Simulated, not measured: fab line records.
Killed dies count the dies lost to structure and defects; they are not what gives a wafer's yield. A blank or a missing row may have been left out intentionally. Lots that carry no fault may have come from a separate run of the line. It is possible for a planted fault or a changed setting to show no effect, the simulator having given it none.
Which tool was responsible? :: flow berkeley cmos170 :: 7 lots with 21 wafers sampled at 2 steps, on a route of 331 steps

## WHAT THE GAUGES SHOWED, per wafer
UCB170_SDANNEAL_RS_MEAS_02: the measuring method here is four-point-probe.
lot: L735
measured: day 8 17:31
on: film metro-01
PSD_RS (ohm/sq): 75.38 75.44 75.32

lot: L738
measured: day 9 04:14
on: film metro-03
PSD_RS (ohm/sq): 75.80 75.71 75.85

lot: L741
measured: day 10 01:58
on: film metro-01
PSD_RS (ohm/sq): 75.34 75.40 75.25

lot: L744
measured: day 10 02:27
on: film metro-01
PSD_RS (ohm/sq): 75.47 75.68 75.28

lot: L751
measured: day 11 08:18
on: film metro-02
PSD_RS (ohm/sq): 75.92 75.43 75.86

lot: L753
measured: day 11 19:26
on: film metro-02
PSD_RS (ohm/sq): 75.90 75.82 75.79

lot: L756
measured: day 12 09:58
on: film metro-02
PSD_RS (ohm/sq): 75.64 75.23 75.50

## WHICH TOOL RAN EACH LOT (tool, then ch and the chambers of the sampled wafers, then the start)
lot: L735
UCB170_BACKSIDE_STRIP_03: plasma asher-01 ch 0,1, day 8 17:04

lot: L738
UCB170_BACKSIDE_STRIP_03: plasma asher-02 ch 0,1, day 9 03:43

lot: L741
UCB170_BACKSIDE_STRIP_03: plasma asher-01 ch 1, day 10 01:23

lot: L744
UCB170_BACKSIDE_STRIP_03: plasma asher-02 ch 0, day 10 02:01

lot: L751
UCB170_BACKSIDE_STRIP_03: plasma asher-02 ch 0,1, day 11 07:50

lot: L753
UCB170_BACKSIDE_STRIP_03: plasma asher-04 ch 0,1, day 11 19:01

lot: L756
UCB170_BACKSIDE_STRIP_03: plasma asher-04 ch 0,1, day 12 09:34
- UCB170_BACKSIDE_STRIP_03: strips in O2.

## THE ANSWER, worked out from the rows above alone
Rule: the lots themselves supply what counts as usual. Put in order of their means at a reading, lots are off if they are a third of the lots or fewer, leave a main group of 4 or more, and stand apart from it by a gap of 3 or more times the standard deviation of the main group's means; of several such gaps the widest counts. The tables above print the reading to a certain number of digits; a main group whose means all agree to those digits is not used. Also off: a lot with no number at a reading for which 4 or more lots have one. All remaining lots with rows at the step are treated as sound.
None of the lots is off at any reading shown; this tells nothing.

## WHAT THE SIMULATOR HAD INSERTED
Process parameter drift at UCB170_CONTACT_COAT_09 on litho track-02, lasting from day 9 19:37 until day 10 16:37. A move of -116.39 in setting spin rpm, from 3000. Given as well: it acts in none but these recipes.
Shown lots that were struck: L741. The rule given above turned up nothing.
